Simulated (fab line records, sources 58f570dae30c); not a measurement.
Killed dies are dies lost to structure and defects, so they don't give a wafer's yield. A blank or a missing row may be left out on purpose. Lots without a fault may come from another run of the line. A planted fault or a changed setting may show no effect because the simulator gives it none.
A struck lot beside a sound one | flow berkeley_cmos170 | 16 steps out of a route of 331
Sound: wafers L600.1, L600.2, L600.3. Struck: wafers L602.4, L602.5, L602.6. The cause comes at the end.
At each step with rows: each side's tool, then ch and its chambers, then its first start. Under that, the readings that differ: sound wafers | struck wafers | difference of the means | sigmas: that difference in standard deviations of wafers without a fault.
alike: readings whose means differ by less than 2 such deviations, and words and numbers that are the same on both sides. not compared: withheld readings, readings that some wafer has no value for, bounds like >300 that may hide the same value, and numbers for which the record gives no deviation and whose values overlap.
The two part at a step that has a row with sigmas, a row that says differs or no value, or rows on one side only. Numbers that don't overlap but have no deviation are shown without sigmas and don't part them. A reading that every wafer of one side lacks parts them only if that side has two wafers or more.

UCB170_M1_SPUTTER_00: material Al, target thk 600 nm, time 80 s.
  sound on pvd_sputter-02, day 9 07:51; struck on pvd_sputter-03, day 9 19:53
  alike: throttle_valve_pct
UCB170_M1_RS_MEAS_01: measures by four-point-probe.
  sound on film_metro-03, day 9 07:55; struck on film_metro-02, day 9 20:01
  alike: M1_AL_RS
UCB170_M1_THK_MEAS_02: measures by xrf.
  sound on film_metro-03, day 9 08:02; struck on film_metro-02, day 9 20:06
  alike: M1_AL_THK
then, 6 steps without rows for these wafers: UCB170_M1_COAT_03; UCB170_M1_COAT_04 (resist thk 900 nm); UCB170_M1_SOFTBAKE_05 (time 60 s); UCB170_M1_EXPOSE_06 (exposes mask METAL1, target cd 700 nm); UCB170_M1_PEB_07; UCB170_M1_DEVELOP_08 (develop time 45 s).
UCB170_M1_CD_MEAS_09: target cd 700 nm.
  sound on cd_sem-01, day 9 09:09; struck on cd_sem-02, day 9 21:11
  alike: cd_nm
UCB170_M1_OVL_MEAS_10:
  sound on overlay-02, day 9 09:16; struck on overlay-01, day 9 21:16
  alike: M1_OVL
UCB170_M1_ETCH_11: etches BARC in N2/H2.
  sound on rie_diel-03 ch 0,1,3, day 9 09:19; struck on rie_diel-04 ch 0,1,2, day 9 21:17
  alike: bias_w, chamber_pressure_mTorr, drypump_motor_current_A, oes_product_au, throttle_valve_pct
UCB170_M1_METAL_ETCH_12: etches Al in Cl2/BCl3, stops on PSG, target depth 780 nm, time 130 s.
  sound on rie_metal-02 ch 0,1, day 9 09:21; struck on rie_metal-03 ch 0,1, day 9 21:22
  no value came back on the struck wafers for any of 6 readings (bcl3_flow_sccm (sccm), bias_w (W) and others); on the sound wafers bcl3_flow_sccm (sccm) reads 44.97 45.00 45.02
  reading                                 | sound             | struck          | difference | sigmas
  model.KrF_of_M1_COAT_04.thk_nm (nm)     | 432.2 445.7 440.3 | 889.4 889 889   | +449.7     |
  model.PSG_of_CONTACT_CVD_01.thk_nm (nm) | 660.5 664.2 667.5 | 705 704.8 700.5 | +39        |
  not compared: rf_hours_counter_h
UCB170_M1_STRIP_13: strips in O2.
  sound on plasma_asher-02 ch 0,1, day 9 09:29; struck on plasma_asher-03 ch 0,1, day 9 21:29
  alike: chamber_pressure_mTorr, drypump_motor_current_A, o2_flow_sccm, oes_product_au
  not compared: rf_hours_counter_h
UCB170_M1_CD_MEAS_90: target cd 700 nm.
  sound on cd_sem-02, day 9 09:35; struck on cd_sem-02, day 9 21:37
  reading    | sound             | struck | difference                    | sigmas
  cd_nm (nm) | 700.5 702.2 702.9 | - - -  | no value on the struck wafers |
then, 1 step without rows for these wafers: UCB170_M1_ANNEAL_14 (time 1200 s).

WHERE THEY PART
First at UCB170_M1_METAL_ETCH_12; last, within this record, at UCB170_M1_CD_MEAS_90.

WHY: what the simulator had put in
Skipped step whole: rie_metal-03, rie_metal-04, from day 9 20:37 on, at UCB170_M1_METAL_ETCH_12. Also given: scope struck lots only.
